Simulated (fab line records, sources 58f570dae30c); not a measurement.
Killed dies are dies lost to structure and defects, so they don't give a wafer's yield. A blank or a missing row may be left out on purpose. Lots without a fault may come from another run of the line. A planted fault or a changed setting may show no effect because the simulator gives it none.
A struck lot beside a sound one | flow berkeley_cmos170 | 14 steps out of a route of 331
Sound: wafers L860.1, L860.3, L860.6. Struck: wafers L853.1, L853.2, L853.6. The cause comes at the end.
At each step with rows: each side's tool, then ch and its chambers, then its first start. Under that, the readings that differ: sound wafers | struck wafers | difference of the means | sigmas: that difference in standard deviations of wafers without a fault.
alike: readings whose means differ by less than 2 such deviations, and words and numbers that are the same on both sides. not compared: withheld readings, readings that some wafer has no value for, bounds like >300 that may hide the same value, and numbers for which the record gives no deviation and whose values overlap.
The two part at a step that has a row with sigmas, a row that says differs or no value, or rows on one side only. Numbers that don't overlap but have no deviation are shown without sigmas and don't part them. A reading that every wafer of one side lacks parts them only if that side has two wafers or more.

first, 3 steps without rows for these wafers: UCB170_NVT_EXPOSE_03 (exposes mask PWELL, target cd 3000 nm); UCB170_NVT_PEB_04; UCB170_NVT_DEVELOP_05 (develop time 45 s).
UCB170_NVT_OVL_MEAS_06:
  sound on overlay-01, day 9 11:24; struck on overlay-02, day 8 13:55
  alike: NVT_OVL
then, 1 step without rows for these wafers: UCB170_NVT_IMPLANT_07.
UCB170_NVT_STRIP_08: strips in O2.
  sound on plasma_asher-02 ch 0,1, day 9 11:35; struck on plasma_asher-03 ch 0,1, day 8 14:07
  alike: drypump_motor_current_A, o2_flow_sccm, oes_product_au, strip_time_to_endpoint_s
  not compared: rf_hours_counter_h
UCB170_NVT_TW_MEAS_09:
  sound on film_metro-02, day 9 11:41; struck on film_metro-02, day 8 14:13
  alike: NVT_TW
then, 5 steps without rows for these wafers: UCB170_NVT_CLEAN_10 (cleans in SPM, time 600 s); UCB170_PVT_HMDS_00 (prime time 60 s); UCB170_PVT_COAT_01 (resist thk 900 nm); UCB170_PVT_SOFTBAKE_02 (time 60 s); UCB170_PVT_EXPOSE_03 (exposes mask NWELL, target cd 3000 nm).
UCB170_PVT_PEB_04:
  sound on litho_track-04 ch 0, day 9 13:30; struck on litho_track-02, day 8 18:17
  no value came back on the struck wafers for chill_plate_temp_C (C), exhaust_pa (Pa); on the sound wafers chill_plate_temp_C (C) reads 22.96 22.98 22.94
then, 1 step without rows for these wafers: UCB170_PVT_DEVELOP_05 (develop time 45 s).

WHERE THEY PART
Only at UCB170_PVT_PEB_04, within this record.

WHY: what the simulator had put in
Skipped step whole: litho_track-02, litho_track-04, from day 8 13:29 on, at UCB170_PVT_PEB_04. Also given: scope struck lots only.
